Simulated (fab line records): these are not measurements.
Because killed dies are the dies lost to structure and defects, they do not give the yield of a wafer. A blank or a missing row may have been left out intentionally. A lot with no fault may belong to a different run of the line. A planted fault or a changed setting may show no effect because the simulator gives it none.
Which tool is to blame? + flow berkeleyCmos170 + 14 lots (42 wafers sampled), 1 step of a 331-step route

## WHAT THE GAUGES SHOWED, per wafer
UCB170_GATE_CD_MEAS_90 targets a cd of 350 nm.
| lot  | measured     | on       | cdNm (nm)         |
|------|--------------|----------|-------------------|
| L418 | day 7 13:40  | cdSem-02 | 350.9 350.8 349.6 |
| L421 | day 7 19:24  | cdSem-01 | 350.4 350.6 350.4 |
| L423 | day 9 06:16  | cdSem-02 | 347.4 349.1 348.8 |
| L424 | day 9 06:48  | cdSem-01 | 348.2 347.0 347.5 |
| L429 | day 9 15:28  | cdSem-01 | 348.9 347.3 346.0 |
| L431 | day 10 09:20 | cdSem-02 | 348.0 346.5 346.2 |
| L433 | day 10 22:41 | cdSem-01 | 350.3 350.3 351.6 |
| L434 | day 10 22:49 | cdSem-01 | 348.7 347.7 347.7 |
| L435 | day 10 23:14 | cdSem-01 | 352.6 351.1 353.0 |
| L437 | day 11 16:29 | cdSem-01 | 350.1 351.6 351.0 |
| L440 | day 11 16:37 | cdSem-01 | 351.3 351.5 350.9 |
| L439 | day 11 16:50 | cdSem-01 | 353.0 351.0 352.9 |
| L438 | day 11 17:05 | cdSem-01 | 349.5 348.2 349.1 |
| L441 | day 12 09:44 | cdSem-01 | 349.5 348.9 347.5 |

## WHAT TOOL EACH LOT RAN ON (gives the tool, then ch and the chambers of the sampled wafers, and finally the start)
There is no process step in the record ahead of these readings.

## AS READ BY THE TOOLS THEMSELVES (means over the sampled wafers that have a number; for cases with no such wafer, the mark the record gives instead)
The record holds no such reading with a usual standard deviation.

## THE ANSWER, worked out from the rows above alone
Rule: usual is defined by the lots themselves. The widest of any qualifying gaps counts: lots, ordered by their means at a reading, are off when they make up no more than a third of the lots, leave a main group of 4 or more, and stand apart from it by 3 or more times the standard deviation of that group's means. If all means in a main group match to the digits the tables above print for the reading, that group is not used. A lot without any number at a reading at which 4 lots or more have one is off too. Any other lot the step has rows for is counted as sound. First the gauges in route order, then the tools' own readings, where a lot's mean is used as printed above. At the first step where some lot is off, the reading lying furthest off is the one used; lots without a number count as furthest.
No lot is off at any reading shown: from this, nothing can be told.

## WHAT THE SIMULATOR PUT IN
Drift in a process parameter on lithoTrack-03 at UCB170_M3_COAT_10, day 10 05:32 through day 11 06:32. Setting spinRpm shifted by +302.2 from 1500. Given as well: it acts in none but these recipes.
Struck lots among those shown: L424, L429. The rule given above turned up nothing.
